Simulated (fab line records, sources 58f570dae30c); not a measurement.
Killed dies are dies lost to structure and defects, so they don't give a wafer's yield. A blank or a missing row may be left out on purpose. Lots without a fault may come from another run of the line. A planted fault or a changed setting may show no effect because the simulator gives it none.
Tool commonality check | flow berkeley_cmos170 | 14 lots, 48 wafers sampled

WHY IT WAS OPENED
At UCB170_PVT_TW_MEAS_09 the reading PVT_TW is flagged on 2 of 14 lots. Wafers without a fault read 508.0, standard deviation 2.8.
Rule: a lot is flagged when every wafer of it that has a number lies more than 4 standard deviations from that mean, or none has a number. The other lots count as sound.

lot  | measured     | on            | PVT_TW, wafer by wafer              | flag
L454 | day 6 15:07  | film_metro-02 | 507.6 507.1 507.6                   |
L455 | day 6 15:16  | film_metro-01 | 510.8 511.4 509.6                   |
L456 | day 6 15:19  | film_metro-02 | 506.3 504.7 508.6                   |
L458 | day 7 05:48  | film_metro-02 | 508.5 508.2 508.0                   |
L459 | day 7 05:53  | film_metro-04 | 509.4 509.1 506.9                   |
L457 | day 7 06:03  | film_metro-02 | 507.4 509.2 509.2                   |
L463 | day 8 01:44  | film_metro-02 | 506.9 502.4 507.6                   |
L461 | day 8 01:59  | film_metro-01 | 510.6 512.1 510.8                   |
L465 | day 9 01:05  | film_metro-02 | 503.3 507.9 505.8                   |
L467 | day 9 01:22  | film_metro-01 | 509.5 514.3 512.4                   |
L466 | day 9 01:30  | film_metro-01 | 509.5 511.2 507.9                   |
L471 | day 10 12:49 | film_metro-02 | 503.0 505.2 505.6                   |
L474 | day 11 07:37 | film_metro-04 | 414.6 417.1 413.2 414.5 414.4 412.3 | FLAGGED
L477 | day 11 14:58 | film_metro-02 | 415.1 415.9 416.0 416.5 414.6 417.8 | FLAGGED
The numbers of the flagged lots are 415.2 on average: -92.8 against the usual, or -33 standard deviations.

WHICH TOOL RAN EACH LOT
The record holds 2 process steps before the reading, out of a route of 331 steps. In each cell: the tool, then ch and the chambers that the sampled wafers went through, then the start.
lot  | flag    | UCB170_PVT_IMPLANT_07           | UCB170_PVT_STRIP_08
L454 |         | implanter-04 ch 0, day 6 14:52  | plasma_asher-04 ch 0,1, day 6 15:01
L455 |         | implanter-03 ch 0, day 6 15:02  | plasma_asher-02 ch 0,1, day 6 15:09
L456 |         | implanter-04 ch 0, day 6 15:04  | plasma_asher-01 ch 1, day 6 15:13
L458 |         | implanter-03 ch 0, day 7 05:35  | plasma_asher-01 ch 0,1, day 7 05:43
L459 |         | implanter-01 ch 0, day 7 05:40  | plasma_asher-02 ch 0,1, day 7 05:48
L457 |         | implanter-04 ch 0, day 7 05:48  | plasma_asher-01 ch 1, day 7 05:57
L463 |         | implanter-01 ch 0, day 8 01:31  | plasma_asher-04 ch 0,1, day 8 01:38
L461 |         | implanter-03 ch 0, day 8 01:44  | plasma_asher-04 ch 0,1, day 8 01:53
L465 |         | implanter-03 ch 0, day 9 00:50  | plasma_asher-04 ch 0,1, day 9 00:59
L467 |         | implanter-01 ch 0, day 9 01:09  | plasma_asher-01 ch 0,1, day 9 01:16
L466 |         | implanter-03 ch 0, day 9 01:17  | plasma_asher-02 ch 0,1, day 9 01:25
L471 |         | implanter-01 ch 0, day 10 12:35 | plasma_asher-01 ch 0,1, day 10 12:42
L474 | FLAGGED | implanter-03 ch 0, day 11 07:22 | plasma_asher-04 ch 0,1, day 11 07:31
L477 | FLAGGED | implanter-03 ch 0, day 11 14:44 | plasma_asher-02 ch 0,1, day 11 14:52
What these steps do:
- UCB170_PVT_IMPLANT_07
- UCB170_PVT_STRIP_08: strips in O2.
- UCB170_PVT_TW_MEAS_09

FLAGGED OVER TOTAL, TOOL BY TOOL (the gauges that took the reading come last)
step                  | tool            | lots run | flagged | share of the flagged lots | sound lots run after its first flagged lot
UCB170_PVT_IMPLANT_07 | implanter-01    | 4        | 0       | none                      | -
UCB170_PVT_IMPLANT_07 | implanter-03    | 7        | 2       | all                       | 0
UCB170_PVT_IMPLANT_07 | implanter-04    | 3        | 0       | none                      | -
UCB170_PVT_STRIP_08   | plasma_asher-01 | 5        | 0       | none                      | -
UCB170_PVT_STRIP_08   | plasma_asher-02 | 4        | 1       | some                      | 0
UCB170_PVT_STRIP_08   | plasma_asher-04 | 5        | 1       | some                      | 0
UCB170_PVT_TW_MEAS_09 | film_metro-01   | 4        | 0       | none                      | -
UCB170_PVT_TW_MEAS_09 | film_metro-02   | 8        | 1       | some                      | 0
UCB170_PVT_TW_MEAS_09 | film_metro-04   | 2        | 1       | some                      | 0

WHAT THE TABLE ALLOWS
1 row of the table ran every flagged lot: implanter-03 at UCB170_PVT_IMPLANT_07.
- implanter-03 at UCB170_PVT_IMPLANT_07: 2 of its 7 lots flagged. Its last sound lot is L466 (day 9 01:17), its first flagged lot L474 (day 11 07:22): a fault that began between those two fits. Its own readings lie more than 4 standard deviations out on every wafer of the flagged lots: dose_ions_cm2, faraday_current_uA.
One tool is left: implanter-03 at UCB170_PVT_IMPLANT_07.

WHAT THE SIMULATOR HAD PUT IN
Process parameter drift: implanter-03, from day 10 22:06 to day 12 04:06, at UCB170_PVT_IMPLANT_07. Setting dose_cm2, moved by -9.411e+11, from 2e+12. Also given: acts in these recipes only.
Lots struck among those shown: L474, L477. The rule above found the same.
